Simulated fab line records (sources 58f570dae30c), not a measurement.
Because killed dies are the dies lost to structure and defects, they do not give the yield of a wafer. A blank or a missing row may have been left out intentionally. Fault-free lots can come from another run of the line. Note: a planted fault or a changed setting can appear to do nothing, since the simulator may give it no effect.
The tool behind it: which one? :: flow berkeleyCmos170 :: 14 lots with 42 wafers sampled at 5 steps, on a route of 331 steps

== WHAT EACH GAUGE READ, for each wafer ==
UCB170_NLDD_OVL_MEAS_07.
lot: L808
measured: day 6 08:38
on: overlay-01
NLDD_OVL (nm): 2 8 5

lot: L807
measured: day 6 08:55
on: overlay-02
NLDD_OVL (nm): -2 0 2

lot: L809
measured: day 6 22:19
on: overlay-02
NLDD_OVL (nm): 7 1 1

lot: L810
measured: day 7 10:41
on: overlay-01
NLDD_OVL (nm): 3 3 4

lot: L811
measured: day 7 10:56
on: overlay-02
NLDD_OVL (nm): -6 -2 -3

lot: L815
measured: day 8 20:37
on: overlay-01
NLDD_OVL (nm): 5 8 11

lot: L818
measured: day 8 21:28
on: overlay-01
NLDD_OVL (nm): -3 -6 -9

lot: L817
measured: day 9 00:53
on: overlay-01
NLDD_OVL (nm): 5 5 8

lot: L819
measured: day 9 11:09
on: overlay-01
NLDD_OVL (nm): 2 1 3

lot: L820
measured: day 9 11:27
on: overlay-01
NLDD_OVL (nm): 12 5 12

lot: L821
measured: day 9 18:29
on: overlay-01
NLDD_OVL (nm): -4 -3 -6

lot: L822
measured: day 9 19:32
on: overlay-02
NLDD_OVL (nm): 2 5 1

lot: L829
measured: day 11 03:59
on: overlay-02
NLDD_OVL (nm): 13 7 10

lot: L828
measured: day 11 04:16
on: overlay-01
NLDD_OVL (nm): 0 0 -2

UCB170_PSD_OVL_MEAS_07.
lot: L808
measured: day 6 16:22
on: overlay-02
PSD_OVL (nm): 2 3 0

lot: L807
measured: day 6 16:38
on: overlay-02
PSD_OVL (nm): 0 2 1

lot: L809
measured: day 7 05:35
on: overlay-01
PSD_OVL (nm): 0 -1 -4

lot: L810
measured: day 7 18:02
on: overlay-01
PSD_OVL (nm): 5 3 5

lot: L811
measured: day 7 18:17
on: overlay-02
PSD_OVL (nm): 1 2 5

lot: L815
measured: day 9 03:13
on: overlay-02
PSD_OVL (nm): -4 -6 -6

lot: L818
measured: day 9 03:42
on: overlay-02
PSD_OVL (nm): -2 6 8

lot: L817
measured: day 9 08:01
on: overlay-01
PSD_OVL (nm): 0 2 0

lot: L819
measured: day 9 17:01
on: overlay-02
PSD_OVL (nm): -1 -7 -3

lot: L820
measured: day 9 17:18
on: overlay-01
PSD_OVL (nm): 7 5 5

lot: L821
measured: day 10 01:25
on: overlay-01
PSD_OVL (nm): -5 -6 -5

lot: L822
measured: day 10 01:42
on: overlay-02
PSD_OVL (nm): -5 -7 0

lot: L829
measured: day 11 09:48
on: overlay-02
PSD_OVL (nm): -1 -3 1

lot: L828
measured: day 11 09:35
on: overlay-01
PSD_OVL (nm): -8 -2 -6

UCB170_SDANNEAL_RS_MEAS_04: measurement is done with a four-point probe.
lot: L808
measured: day 6 21:58
on: filmMetro-01
PLDD_RS (ohm/sq): 1036.2 1031.2 1031.0

lot: L807
measured: day 6 22:12
on: filmMetro-04
PLDD_RS (ohm/sq): 1030.4 1027.1 1030.2

lot: L809
measured: day 7 09:13
on: filmMetro-01
PLDD_RS (ohm/sq): 1034.8 1033.7 1031.6

lot: L810
measured: day 7 21:30
on: filmMetro-02
PLDD_RS (ohm/sq): 1033.2 1031.3 1031.0

lot: L811
measured: day 7 21:39
on: filmMetro-01
PLDD_RS (ohm/sq): 1029.4 1030.0 1031.6

lot: L815
measured: day 9 06:56
on: filmMetro-02
PLDD_RS (ohm/sq): 1032.2 1030.7 1030.8

lot: L818
measured: day 9 07:39
on: filmMetro-04
PLDD_RS (ohm/sq): 1030.2 1033.4 1028.3

lot: L817
measured: day 9 12:18
on: filmMetro-02
PLDD_RS (ohm/sq): 1032.4 1031.8 1032.0

lot: L819
measured: day 9 20:24
on: filmMetro-02
PLDD_RS (ohm/sq): 1095.9 1098.7 1096.7

lot: L820
measured: day 9 21:01
on: filmMetro-01
PLDD_RS (ohm/sq): 1090.6 1095.9 1089.5

lot: L821
measured: day 10 05:31
on: filmMetro-02
PLDD_RS (ohm/sq): 1035.6 1034.2 1032.9

lot: L822
measured: day 10 05:44
on: filmMetro-04
PLDD_RS (ohm/sq): 1034.3 1034.4 1032.0

lot: L829
measured: day 11 13:53
on: filmMetro-04
PLDD_RS (ohm/sq): 1029.8 1028.6 1030.4

lot: L828
measured: day 11 13:38
on: filmMetro-02
PLDD_RS (ohm/sq): 1027.2 1030.0 1031.6

UCB170_SDANNEAL_RS_MEAS_05: measurement is done with a four-point probe.
lot: L808
measured: day 6 22:05
on: filmMetro-01
NLDD_RS (ohm/sq): 616.8 615.1 615.4

lot: L807
measured: day 6 22:19
on: filmMetro-04
NLDD_RS (ohm/sq): 616.0 617.7 616.0

lot: L809
measured: day 7 09:20
on: filmMetro-01
NLDD_RS (ohm/sq): 617.1 618.0 615.0

lot: L810
measured: day 7 21:37
on: filmMetro-02
NLDD_RS (ohm/sq): 619.0 618.0 616.0

lot: L811
measured: day 7 21:46
on: filmMetro-01
NLDD_RS (ohm/sq): 614.5 614.9 616.6

lot: L815
measured: day 9 07:03
on: filmMetro-02
NLDD_RS (ohm/sq): 616.4 615.2 615.1

lot: L818
measured: day 9 07:46
on: filmMetro-04
NLDD_RS (ohm/sq): 614.9 616.7 616.3

lot: L817
measured: day 9 12:25
on: filmMetro-02
NLDD_RS (ohm/sq): 618.1 618.9 616.6

lot: L819
measured: day 9 20:31
on: filmMetro-02
NLDD_RS (ohm/sq): 623.8 622.1 622.7

lot: L820
measured: day 9 21:08
on: filmMetro-01
NLDD_RS (ohm/sq): 622.7 626.9 625.4

lot: L821
measured: day 10 05:38
on: filmMetro-02
NLDD_RS (ohm/sq): 617.1 618.2 616.9

lot: L822
measured: day 10 05:52
on: filmMetro-04
NLDD_RS (ohm/sq): 614.7 616.6 615.5

lot: L829
measured: day 11 14:01
on: filmMetro-04
NLDD_RS (ohm/sq): 617.1 618.1 617.0

lot: L828
measured: day 11 13:46
on: filmMetro-02
NLDD_RS (ohm/sq): 618.0 618.1 617.5

== WHAT TOOL EACH LOT RAN ON (gives the tool, then ch and the chambers of the sampled wafers, and finally the start) ==
lot: L808
UCB170_SPACER_ANNEAL_02: furnace-04 ch 0, day 6 12:05

lot: L807
UCB170_SPACER_ANNEAL_02: furnace-04 ch 0, day 6 12:05

lot: L809
UCB170_SPACER_ANNEAL_02: furnace-01 ch 0, day 7 02:41

lot: L810
UCB170_SPACER_ANNEAL_02: furnace-04 ch 0, day 7 15:23

lot: L811
UCB170_SPACER_ANNEAL_02: furnace-04 ch 0, day 7 15:23

lot: L815
UCB170_SPACER_ANNEAL_02: furnace-03 ch 0, day 9 00:41

lot: L818
UCB170_SPACER_ANNEAL_02: furnace-03 ch 0, day 9 00:41

lot: L817
UCB170_SPACER_ANNEAL_02: furnace-04 ch 0, day 9 05:06

lot: L819
UCB170_SPACER_ANNEAL_02: furnace-03 ch 0, day 9 14:29

lot: L820
UCB170_SPACER_ANNEAL_02: furnace-03 ch 0, day 9 14:29

lot: L821
UCB170_SPACER_ANNEAL_02: furnace-04 ch 0, day 9 22:17

lot: L822
UCB170_SPACER_ANNEAL_02: furnace-04 ch 0, day 9 22:17

lot: L829
UCB170_SPACER_ANNEAL_02: furnace-01 ch 0, day 11 06:39

lot: L828
UCB170_SPACER_ANNEAL_02: furnace-01 ch 0, day 11 06:39
- UCB170_SPACER_ANNEAL_02: time 1800 s.

== AS READ BY THE TOOLS THEMSELVES (means over the sampled wafers that have a number; for cases with no such wafer, the mark the record gives instead) ==
The record holds no such reading with a usual standard deviation.

== THE ANSWER, worked out from the rows above alone ==
Rule: the usual values come from the lots themselves. Put in order of their means at a reading, lots are off if they are a third of the lots or fewer, leave a main group of 4 or more, and stand apart from it by a gap of 3 or more times the standard deviation of the main group's means; of several such gaps the widest counts. If all means in a main group match to the digits the tables above print for the reading, that group is not used. A lot without any number at a reading at which 4 lots or more have one is off too. Where the step has rows for the other lots, those lots are counted as sound. Order of review: gauges by route order, followed by the tools' own readings, for which a lot's mean as printed above is used. At the first step where some lot is off, the reading lying furthest off is the one used; lots without a number count as furthest.
Off: L819, L820, at UCB170_SDANNEAL_RS_MEAS_04 (PLDD_RS). Main group: mean 1031.5 ohm/sq, sd 1.6.
If a tool, at a process step before that reading, ran all the lots that are off and no sound lot after the first of them, it fits. Gauges at UCB170_SDANNEAL_RS_MEAS_04: tried the same way as those tools. One candidate fits, namely furnace-03 at UCB170_SPACER_ANNEAL_02. Its last sound lot is L815 (day 9 00:41), its first lot that is off L819 (day 9 14:29): a fault that began between those two fits.

== WHAT THE SIMULATOR HAD PUT IN ==
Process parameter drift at UCB170_SPACER_ANNEAL_02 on furnace-03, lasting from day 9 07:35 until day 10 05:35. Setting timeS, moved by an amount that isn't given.
Lots struck among those shown: L819, L820. The rule above reached the same finding.
